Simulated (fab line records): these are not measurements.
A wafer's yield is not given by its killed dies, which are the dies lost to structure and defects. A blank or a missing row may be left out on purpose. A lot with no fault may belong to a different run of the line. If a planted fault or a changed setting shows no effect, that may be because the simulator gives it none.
A lot that was struck, set against a sound lot | flow rit cmos | 14 out of 202 route steps
Sound: wafers L858.3, L858.4, L858.6. Wafers L849.3, L849.4, L849.6 were the ones struck. At the end, the cause is stated.
For every step that has rows: the tool of each side, followed by ch and its chambers, followed by its first start. Under that, the readings that differ: sound wafers | struck wafers | difference of the means | sigmas: that difference in standard deviations of wafers without a fault.
alike: readings with means less than 2 such deviations apart, plus words and numbers identical on both sides. not compared: withheld readings, readings lacking a value on some wafer, bounds such as >300 that could conceal the same value, and numbers that have no deviation in the record and whose values overlap.
Wherever a step has rows on one side only, a row that says differs or no value, or a row with sigmas, the two part there. Numbers that don't overlap but have no deviation are shown without sigmas and don't part them. A reading that every wafer of one side lacks parts them only if that side has two wafers or more.

first, 4 steps without rows for these wafers: RIT_NWELL_SOFTBAKE_02 (time 60 s); RIT_NWELL_EXPOSE_03 (exposes mask M2, target cd 43900 nm); RIT_NWELL_PEB_04; RIT_NWELL_DEVELOP_05 (develop time 68 s).
RIT_NWELL_OVL_MEAS_06:
  struck on overlay-02, day 3 22:20; sound on overlay-02, day 5 19:08
  alike: NWELL_OVL
then, 2 steps without rows for these wafers: RIT_NWELL_HARDBAKE_07 (time 120 s); RIT_NWELL_IMPLANT_08.
RIT_NWELL_STRIP_09: strips in O2, time 180 s.
  sound on plasma asher-02 ch 0,1, day 5 19:37; struck on plasma asher-04 ch 0,1, day 3 22:49
  alike: drypump motor current A
  not compared: rf hours counter h
RIT_NWELL_TW_MEAS_10:
  struck on film metro-03, day 3 22:57; sound on film metro-04, day 5 19:46
  alike: NWELL_TW
then, 3 steps without rows for these wafers: RIT_PWELL_HMDS_00 (prime time 60 s); RIT_PWELL_COAT_01 (resist thk 1300 nm); RIT_PWELL_SOFTBAKE_02 (time 60 s).
RIT_PWELL_EXPOSE_03: exposes mask M3, target cd 43700 nm.
  sound on iline stepper-01 ch 0, day 5 20:25; struck on iline stepper-02, day 3 23:29
  no value came back on the struck wafers for exposure dose mJ cm2, focus offset nm (nm); on the sound wafers exposure dose mJ cm2 reads 250.13 250.06 250.07
  alike: mask
then, 1 step without rows for these wafers: RIT_PWELL_PEB_04.

== WHERE THEY PART ==
Within this record, at RIT_PWELL_EXPOSE_03 only.

WHY: whatever the simulator had introduced
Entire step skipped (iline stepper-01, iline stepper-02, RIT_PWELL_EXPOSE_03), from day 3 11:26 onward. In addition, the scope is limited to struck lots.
